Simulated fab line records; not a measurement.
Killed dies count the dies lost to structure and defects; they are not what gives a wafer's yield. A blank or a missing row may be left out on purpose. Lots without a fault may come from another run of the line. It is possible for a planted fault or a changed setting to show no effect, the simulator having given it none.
2 desks, one fault    flow ritCmos    only its own numbers are on each desk; what lay behind them is given at the end

## DESK OF THE TOOL OWNER: rtpAnneal-01
The tool's own readings at RIT_SDANNEAL_RTA_03 (time 5 s): means of the sampled wafers that have a number, for each lot that ran on this tool. Marked OUT: a lot whose mean sits more than 4 standard deviations from the usual mean, which makes it out of limits; the brackets give that distance.
Columns: A = wafer_temp_C_max at RIT_SDANNEAL_RTA_03, usual 1053.4
lot   first seen here  A
L602  day 3 20:49      1052.8
L604  day 4 02:00      1053.5
L606  day 4 17:41      1053.0
L608  day 5 01:19      1053.5
L610  day 5 18:41      1054.3
L612  day 5 22:34      1052.4
L616  day 6 19:35      1045.5 (-8.0) OUT
L618  day 7 05:34      1047.1 (-6.4) OUT
This desk finds L616, L618 out of limits, L616 being first, at day 6 19:35 (wafer_temp_C_max at RIT_SDANNEAL_RTA_03). L602, L604, L606, L608, L610, L612: within limits.

## AT THE METROLOGY DESK
What the gauges read for every lot (on any tool): the sampled wafers with a number, averaged. Marked OUT: a lot whose mean sits more than 4 standard deviations from the usual mean, which makes it out of limits; the brackets give that distance.
Columns: A = PSD_RS at RIT_SDANNEAL_RS_MEAS_04, usual 115.9 ohm/sq; B = PLDD_RS at RIT_SDANNEAL_RS_MEAS_06, usual 180.2 ohm/sq
lot   first seen here  A                B
L599  day 3 02:12      116.2            181.5
L602  day 3 20:53      115.4            180.0
L604  day 4 02:05      116.1            180.2
L606  day 4 17:44      115.2            179.7
L607  day 4 22:52      115.3            179.5
L608  day 5 01:22      115.9            180.2
L609  day 5 06:02      115.9            180.8
L610  day 5 18:45      116.3            181.0
L612  day 5 22:38      115.9            179.7
L616  day 6 19:38      121.1 (+16) OUT  184.6 (+7.6) OUT
L617  day 6 23:14      116.0            181.0
L618  day 7 05:37      121.3 (+16) OUT  184.9 (+8.0) OUT
L619  day 7 07:40      115.8            180.0
L621  day 7 16:10      115.8            179.5
This desk finds L616, L618 out of limits, with the earliest case on L616 at day 6 19:38 (PSD_RS at RIT_SDANNEAL_RS_MEAS_04). L599, L602, L604, L606, L607, L608, L609, L610, L612, L617, L619, L621: within limits.

## BROUGHT TOGETHER
The tool owner's desk could have raised an alarm at day 6 19:35, on L616, L618.
The metrology desk could have raised an alarm at day 6 19:38, on L616, L618.
On rtpAnneal-01, each named lot ran RIT_SDANNEAL_RTA_03.

## WHAT THE SIMULATOR HAD PUT IN
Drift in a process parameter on rtpAnneal-01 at RIT_SDANNEAL_RTA_03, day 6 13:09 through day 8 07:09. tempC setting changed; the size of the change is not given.
Shown lots that were struck: L616, L618.
Delay (hours) between the fault's onset and each desk's first out-of-limits reading: 6 at the tool owner's desk, 6 at the metrology desk.
